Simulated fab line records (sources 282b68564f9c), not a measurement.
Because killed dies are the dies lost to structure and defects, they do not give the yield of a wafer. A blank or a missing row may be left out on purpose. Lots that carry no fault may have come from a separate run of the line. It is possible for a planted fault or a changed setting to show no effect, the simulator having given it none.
fab line records ; flow rit_cmos
[record] lots = 14; wafers = 42; last_day = 8
route steps=202 shown NWELL@36
lots with no fault: from the same line, run without faults
start_h: hours from the record's first day to the start of the lot's first wafer shown ; wait_h: time in hours since the lot's previous step ; " same as the row above ; L1.1+2: a row that stands for several wafers ; - no value present, or no start provided ; * or withheld: withheld ; < > ~ a bound
route shown NAME@n: a module of which the file shows steps, and the number in the route of the first ; usual: mean/standard deviation taken from wafers without a fault ; same: alike in all rows ; chamber/n: place in a boat ; sites: per-site readings ; _std_site: the values' standard deviation ; _edge_site: the outer-site mean with the inner-site mean subtracted ; radius_mm: how far each site lies from the wafer's centre ; mask NAME#n: copy n ; behind: the tool/chamber that last shaped the wafer ; hold: why the lot went on hold/how many hours it stayed there/how the hold came to an end ; device: the n, p or np transistor that did not switch ; end of line: the tests these same wafers got at the end of their route ; a step given without rows: its recipe and nothing more ; killed: at the first sort, the dies lost to defects and structure; wafer yield is something else ; map: a wafer's dies, marking killed ones x, the rest . and places with no die _
set.NAME: the setting the step ran with; set.NAME@STEP: the setting that earlier step ran with ; model.NAME: the simulator's own value behind a step, which no gauge read
route steps across a sampled set of lots; one table per step, one row per wafer
services: the hour from which a tool's chamber was out of use, counted from the record's first day as start_h (under 0 if before that day), plus the number of hours and why
[[steps]]
[step RIT_NWELL_IMPLANT_08]
[recipe] species = P; energy_kev = 167.8; dose_cm2 = 5e+13; tilt_deg = 7
[usual] dose_ions_cm2 = 5e+13/5.7e+10; end_station_pressure_torr = 5.11e-06/2.7e-07
lot.wafer;tool;chamber;start_h;wait_h;dose_ions_cm2;end_station_pressure_torr
L679.3;implanter-02;0;28.53;0.2;5.004e+13;5.14e-06
L679.5;implanter-02;0;28.53;0.2;4.996e+13;4.89e-06
L679.6;implanter-02;0;28.53;0.2;5.004e+13;4.28e-06
L680.1;implanter-02;0;32.69;0.2;4.993e+13;4.95e-06
L680.3;implanter-02;0;32.69;0.2;4.995e+13;5.56e-06
L680.6;implanter-02;0;32.69;0.2;5.001e+13;4.88e-06
L681.1;implanter-02;0;37.07;0.2;5.004e+13;5.13e-06
L681.2;implanter-02;0;37.07;0.2;4.997e+13;5.3e-06
L681.5;implanter-02;0;37.07;0.2;5.006e+13;4.56e-06
L685.1;implanter-03;0;57.02;0.2;4.991e+13;5.32e-06
L685.2;implanter-03;0;57.02;0.2;4.995e+13;5.22e-06
L685.6;implanter-03;0;57.02;0.2;5.004e+13;5.17e-06
L686.1;implanter-03;0;59.25;0.2;5.001e+13;5.17e-06
L686.3;implanter-03;0;59.25;0.2;5.001e+13;5.17e-06
L686.5;implanter-03;0;59.25;0.2;4.992e+13;5.26e-06
L687.2;implanter-03;0;63.36;0.2;5.002e+13;5.36e-06
L687.4;implanter-03;0;63.36;0.2;5.008e+13;4.77e-06
L687.5;implanter-03;0;63.36;0.2;5.006e+13;5.24e-06
L688.3;implanter-01;0;68.52;0.2;4.998e+13;5.33e-06
L688.5;implanter-01;0;68.52;0.2;4.998e+13;5.37e-06
L688.6;implanter-01;0;68.52;0.2;5.005e+13;5.61e-06
L689.1;implanter-03;0;79.72;0.2;4.991e+13;4.87e-06
L689.3;implanter-03;0;79.72;0.2;4.988e+13;5e-06
L689.4;implanter-03;0;79.72;0.2;4.985e+13;4.99e-06
L691.1;implanter-03;0;87.73;0.2;4.992e+13;5.33e-06
L691.3;implanter-03;0;87.73;0.2;5e+13;5.49e-06
L691.5;implanter-03;0;87.73;0.2;5.001e+13;5.39e-06
L692.1;implanter-01;0;95.92;0.2;5e+13;5.17e-06
L692.3;implanter-01;0;95.92;0.2;5e+13;5.18e-06
L692.6;implanter-01;0;95.92;0.2;4.997e+13;5.1e-06
L693.3;implanter-01;0;100.81;0.2;5.002e+13;4.94e-06
L693.4;implanter-01;0;100.81;0.2;5.003e+13;5.21e-06
L693.6;implanter-01;0;100.81;0.2;5.008e+13;5.19e-06
L696.2;implanter-02;0;121.67;0.2;4.803e+13;4.75e-06
L696.3;implanter-02;0;121.67;0.2;4.793e+13;4.62e-06
L696.5;implanter-02;0;121.67;0.2;4.8e+13;5.46e-06
L700.2;implanter-02;0;137.97;0.2;4.806e+13;5.15e-06
L700.3;implanter-02;0;137.97;0.2;4.803e+13;5.74e-06
L700.4;implanter-02;0;137.97;0.2;4.805e+13;5.15e-06
L702.3;implanter-03;0;138.47;0.2;4.998e+13;5.44e-06
L702.4;implanter-03;0;138.47;0.2;4.999e+13;4.89e-06
L702.6;implanter-03;0;138.47;0.2;4.994e+13;4.85e-06
[step RIT_WELLDRIVE_RS_MEAS_01]
[recipe] thk_meas_gauge = four-point-probe
[usual] NWELL_RS = 275.5/0.85
lot.wafer;tool;chamber;start_h;wait_h;NWELL_RS[ohm/sq]
L679.3;film_metro-03;-;36.66;0.0;275.9
L679.5;film_metro-03;-;36.66;0.0;275.3
L679.6;film_metro-03;-;36.66;0.0;274.4
L680.1;film_metro-01;-;40.00;0.0;275.4
L680.3;film_metro-01;-;40.00;0.0;274.6
L680.6;film_metro-01;-;40.00;0.0;274.8
L681.1;film_metro-03;-;44.66;0.0;277.5
L681.2;film_metro-03;-;44.66;0.0;276.9
L681.5;film_metro-03;-;44.66;0.0;276.8
L685.1;film_metro-01;-;65.05;0.0;274.8
L685.2;film_metro-01;-;65.05;0.0;274.8
L685.6;film_metro-01;-;65.05;0.0;274.7
L686.1;film_metro-03;-;68.40;0.0;277.2
L686.3;film_metro-03;-;68.40;0.0;276.8
L686.5;film_metro-03;-;68.40;0.0;276.4
L687.2;film_metro-03;-;73.50;0.0;274.6
L687.4;film_metro-03;-;73.50;0.0;275.8
L687.5;film_metro-03;-;73.50;0.0;274.9
L688.3;film_metro-01;-;78.61;0.0;275.8
L688.5;film_metro-01;-;78.61;0.0;275.1
L688.6;film_metro-01;-;78.61;0.0;275.8
L689.1;film_metro-01;-;87.51;0.0;275.5
L689.3;film_metro-01;-;87.51;0.0;275.4
L689.4;film_metro-01;-;87.51;0.0;275.7
L691.1;film_metro-03;-;98.72;0.0;274.9
L691.3;film_metro-03;-;98.72;0.0;275.5
L691.5;film_metro-03;-;98.72;0.0;275.3
L692.1;film_metro-03;-;106.61;0.0;274.4
L692.3;film_metro-03;-;106.61;0.0;274.7
L692.6;film_metro-03;-;106.61;0.0;275.4
L693.3;film_metro-01;-;111.73;0.0;277.3
L693.4;film_metro-01;-;111.73;0.0;276.6
L693.6;film_metro-01;-;111.73;0.0;276.0
L696.2;film_metro-01;-;131.55;0.0;282.9
L696.3;film_metro-01;-;131.55;0.0;282.8
L696.5;film_metro-01;-;131.55;0.0;282.1
L700.2;film_metro-03;-;145.13;0.0;280.8
L700.3;film_metro-03;-;145.13;0.0;280.7
L700.4;film_metro-03;-;145.13;0.0;282.4
L702.3;film_metro-04;-;148.49;0.0;276.5
L702.4;film_metro-04;-;148.49;0.0;275.8
L702.6;film_metro-04;-;148.49;0.0;275.6
[[services]]
tool;chamber;start_h;hours;kind
implanter-02;-;9.64;3.9;repair
implanter-03;-;39.37;4.0;repair
implanter-01;-;42.78;3.2;repair
implanter-01;-;43.37;1.2;repair
implanter-01;-;48.48;2.5;pm
implanter-02;-;99.41;7.6;pm
implanter-01;-;101.28;2.1;repair
implanter-02;-;111.60;8.0;repair
implanter-03;-;111.88;1.1;repair
implanter-02;-;131.51;1.8;repair
[[key]]
[first_sign] step = RIT_NWELL_IMPLANT_08; reading = dose_ions_cm2; direction = down; sigmas = 35; usual = 5e+13; struck = 4.802e+13
[effect] step = RIT_WELLDRIVE_RS_MEAS_01; reading = NWELL_RS; direction = up; sigmas = 7.6; usual = 275.5; struck = 281.9
met_at RIT_NWELL_IMPLANT_08
struck_lots L696,L700
tester_left_out L696,L700
onset_between 37.07 121.67
[fault] kind = process_parameter_drift; tool = implanter-02; chamber = -; onset_h = 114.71; steps = RIT_NWELL_IMPLANT_08; channel = dose_cm2; offset = -1.9444e+12; shape = step; end_h = 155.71; acts_in = these_recipes_only; stated = 5e+13
// tester_left_out: of these lots the tester's yield and bins aren't shown, on N5 and GAA mostly nor the transistor test; their killed dies are dies lost to structure and defects alone, not to doping, threshold or leakage, so they don't give the yield
